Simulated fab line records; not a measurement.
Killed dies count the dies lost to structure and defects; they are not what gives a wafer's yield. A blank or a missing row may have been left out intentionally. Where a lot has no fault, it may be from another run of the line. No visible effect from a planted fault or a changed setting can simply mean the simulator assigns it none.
2 desks, one fault    flow rit-cmos    each desk holds nothing but its own numbers, with what lay behind them at the end

FROM THE METROLOGY DESK
Means of the sampled wafers that have a number, per lot and without regard to the tool the lot ran on: this is what the gauges read. A lot is out of limits, marked OUT, if its mean lies more than 4 standard deviations from the usual mean; the brackets give that distance.
Columns: A = PRETRO_TW at RIT_PRETRO_TW_MEAS_10, usual 478.0; B = NSD_TW at RIT_NSD_TW_MEAS_10, usual 3135; C = cd-nm at RIT_M1_CD_MEAS_09, usual 2599.6 nm
lot   first seen here  A      B     C
L874  day 2 07:34      477.2  3129  2597.0
L875  day 2 13:37      482.2  3125  2600.2
L877  day 3 01:03      480.5  3133  2598.7
L878  day 3 07:27      473.5  3131  2600.5
L879  day 3 11:13      474.9  3145  2596.9
L880  day 3 14:22      475.5  3163  2603.4
L882  day 4 00:07      479.2  3138  2600.1
L883  day 4 05:05      476.8  3145  2599.6
L885  day 4 15:46      476.4  3154  2598.0
L887  day 5 00:28      477.0  3122  2599.5
L891  day 5 20:10      479.5  3100  2600.0
L894  day 6 11:31      476.5  3151  2612.6 (+7.6) OUT
L895  day 6 16:50      476.3  3127  2612.7 (+7.7) OUT
L897  day 7 04:44      477.8  3118  2601.2
This desk's finding: out of limits on L894, L895; first on L894, day 7 10:22 (cd-nm at RIT_M1_CD_MEAS_09). In limits: L874, L875, L877, L878, L879, L880, L882, L883, L885, L887, L891, L897.

THE TOOL OWNER'S DESK: litho-track-01
The tool's own readings at RIT_M1_COAT_04 (resist thk 1300 nm): means of the sampled wafers that have a number, for each lot that ran on this tool. A lot is out of limits, marked OUT, if its mean lies more than 4 standard deviations from the usual mean; the brackets give that distance.
Columns: A = resist-line-temp-C at RIT_M1_COAT_04, usual 22.98 C; B = spin-speed-rpm at RIT_M1_COAT_04, usual 1999.9 rpm
lot   first seen here  A      B
L874  day 3 09:38      22.86  2001.3
L883  day 5 04:53      22.98  1999.9
L885  day 5 13:54      22.93  2000.0
L891  day 6 18:19      23.02  2001.2
L894  day 7 09:38      23.10  1614.2 (-99 or more) OUT
L895  day 7 16:43      22.88  1615.4 (-99 or more) OUT
This desk's finding: out of limits on L894, L895; first on L894, day 7 09:38 (spin-speed-rpm at RIT_M1_COAT_04). In limits: L874, L883, L885, L891.

TAKEN TOGETHER
An alarm could have come from the tool owner's desk at day 7 09:38, on L894, L895.
Metrology desk: alarm possible at day 7 10:22 on L894, L895.
On litho-track-01, each named lot ran RIT_M1_COAT_04.

WHAT THE SIMULATOR HAD INSERTED
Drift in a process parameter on litho-track-01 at RIT_M1_COAT_04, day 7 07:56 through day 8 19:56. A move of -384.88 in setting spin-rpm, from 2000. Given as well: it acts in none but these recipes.
Struck lots among those shown: L894, L895.
Fault start to first reading out of limits, in hours, per desk: tool owner, 2; metrology, 2.
